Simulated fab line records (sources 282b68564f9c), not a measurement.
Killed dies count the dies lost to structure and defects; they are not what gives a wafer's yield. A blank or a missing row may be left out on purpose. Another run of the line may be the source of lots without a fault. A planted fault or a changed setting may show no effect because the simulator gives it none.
Which tool did it? | flow rit-cmos | Sampling: 13 lots, 39 wafers, 2 of 202 route steps

WHAT THE GAUGES SHOWED, per wafer
No reading from a measuring or inspecting step in the record can be judged against a usual standard deviation.

WHAT TOOL EACH LOT RAN ON (gives the tool, then ch and the chambers of the sampled wafers, and finally the start)
lot  | RIT_SPACER_ETCHBACK_05            | RIT_M1_PROBE_99
L266 | rie-diel-03 ch 0,1,3, day 3 16:07 | -
L267 | rie-diel-02 ch 0,1,3, day 3 23:10 | -
L268 | rie-diel-01 ch 1,2, day 4 16:56   | -
L269 | rie-diel-03 ch 0,3, day 4 17:12   | -
L270 | rie-diel-03 ch 0,2, day 4 23:53   | -
L272 | rie-diel-02 ch 2,3, day 4 23:56   | -
L271 | rie-diel-01 ch 2,3, day 5 02:43   | -
L278 | rie-diel-01 ch 0,1, day 6 14:01   | prober-01, day 7 01:40
L281 | rie-diel-02 ch 1,3, day 6 19:05   | -
L282 | rie-diel-02 ch 1,2,3, day 6 23:21 | -
L284 | rie-diel-02 ch 1,2,3, day 7 03:39 | -
L288 | rie-diel-02 ch 2,3, day 7 19:55   | -
L289 | rie-diel-03 ch 0,2,3, day 7 22:28 | -
- RIT_SPACER_ETCHBACK_05: etches Si3N4 in SF6/CHF3, stops on SiO2, target depth 250 nm, time 240 s.
- RIT_M1_PROBE_99

AS READ BY THE TOOLS THEMSELVES (means over the sampled wafers that have a number; for cases with no such wafer, the mark the record gives instead)
RIT_SPACER_ETCHBACK_05. Usual: CHF3_flow_sccm 30.01 sccm, standard deviation 0.096; chamber-pressure-mTorr 40.00 mTorr, standard deviation 0.04; drypump-motor-current-A 5.9 A, standard deviation 0.38; oes-product-au 0.844 a.u., standard deviation 0.013; throttle-valve-pct 10.29 %, standard deviation 0.11.
lot  | tool        | CHF3_flow_sccm (sccm) | chamber-pressure-mTorr (mTorr) | drypump-motor-current-A (A) | oes-product-au (a.u.) | throttle-valve-pct (%) | flag
L266 | rie-diel-03 | 30.02                 | 39.98                          | 5.9                         | 0.848                 | 10.34                  |
L267 | rie-diel-02 | 29.99                 | 40.01                          | 5.8                         | 0.842                 | 10.25                  |
L268 | rie-diel-01 | 30.00                 | 39.98                          | 5.3                         | 0.835                 | 10.32                  |
L269 | rie-diel-03 | 30.02                 | 40.01                          | 6.1                         | 0.841                 | 10.43                  |
L270 | rie-diel-03 | 29.99                 | 39.99                          | 5.5                         | 0.850                 | 10.48                  |
L272 | rie-diel-02 | 30.05                 | 39.97                          | 5.9                         | 0.841                 | 10.16                  |
L271 | rie-diel-01 | 30.03                 | 39.96                          | 5.4                         | 0.844                 | 10.31                  |
L278 | rie-diel-01 | 30.01                 | 39.95                          | 6.1                         | 0.724                 | 10.29                  | OFF
L281 | rie-diel-02 | 30.08                 | 40.03                          | 5.9                         | 0.841                 | 10.26                  |
L282 | rie-diel-02 | 30.01                 | 39.98                          | 6.0                         | 0.852                 | 10.22                  |
L284 | rie-diel-02 | 30.06                 | 39.99                          | 6.0                         | 0.852                 | 10.22                  |
L288 | rie-diel-02 | 29.91                 | 39.97                          | 6.0                         | 0.844                 | 10.18                  |
L289 | rie-diel-03 | 30.01                 | 40.03                          | 5.9                         | 0.847                 | 10.40                  |

RIT_M1_PROBE_99. Usual: killed-at-contacts 0.1, standard deviation 0.25; killed-at-front-end 7, standard deviation 3.1; killed-dies 7, standard deviation 3.2; killed-on-rim 1.9, standard deviation 1.5; killed-open 3.3, standard deviation 2; killed-short 3.5, standard deviation 2.
lot  | tool      | killed-at-contacts | killed-at-front-end | killed-dies | killed-on-rim | killed-open | killed-short | flag
L278 | prober-01 | 0.0                | 178                 | 178         | 48.0          | 2.3         | 2.0          | OFF

THE ANSWER, worked out from the rows above alone
Rule: lot off if the mean of its wafers having a number is beyond 3 standard deviations from the usual mean. Also off: a lot with no number at a reading for which 4 or more lots have one. The other lots that the step has rows for count as sound. After the gauges, taken in route order, come the tools' own readings; for these a lot's mean is taken, as printed above. The first step at which some lot is off is used, and at that step the reading that is off furthest; a lot without a number counts as furthest.
Off, at RIT_SPACER_ETCHBACK_05 on oes-product-au: L278.
A tool fits if, at that step or a process step before it, it ran every lot that is off, and no sound lot after the first of them. One fits: rie-diel-01 at RIT_SPACER_ETCHBACK_05. A fault onset in the window from L271 (day 5 02:43, its last sound lot) to L278 (day 6 14:01, its first lot off) fits.
On the lots that are off, the tool's own readings at RIT_SPACER_ETCHBACK_05 differ by more than 5 times the standard deviation of the sound lots' means, which bears it out; oes-product-au reads 0.724 a.u. there versus 0.845 a.u. on the sound lots.

WHAT WAS PUT IN BY THE SIMULATOR
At RIT_SPACER_ETCHBACK_05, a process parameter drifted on rie-diel-01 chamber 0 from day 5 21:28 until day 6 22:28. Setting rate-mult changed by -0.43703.
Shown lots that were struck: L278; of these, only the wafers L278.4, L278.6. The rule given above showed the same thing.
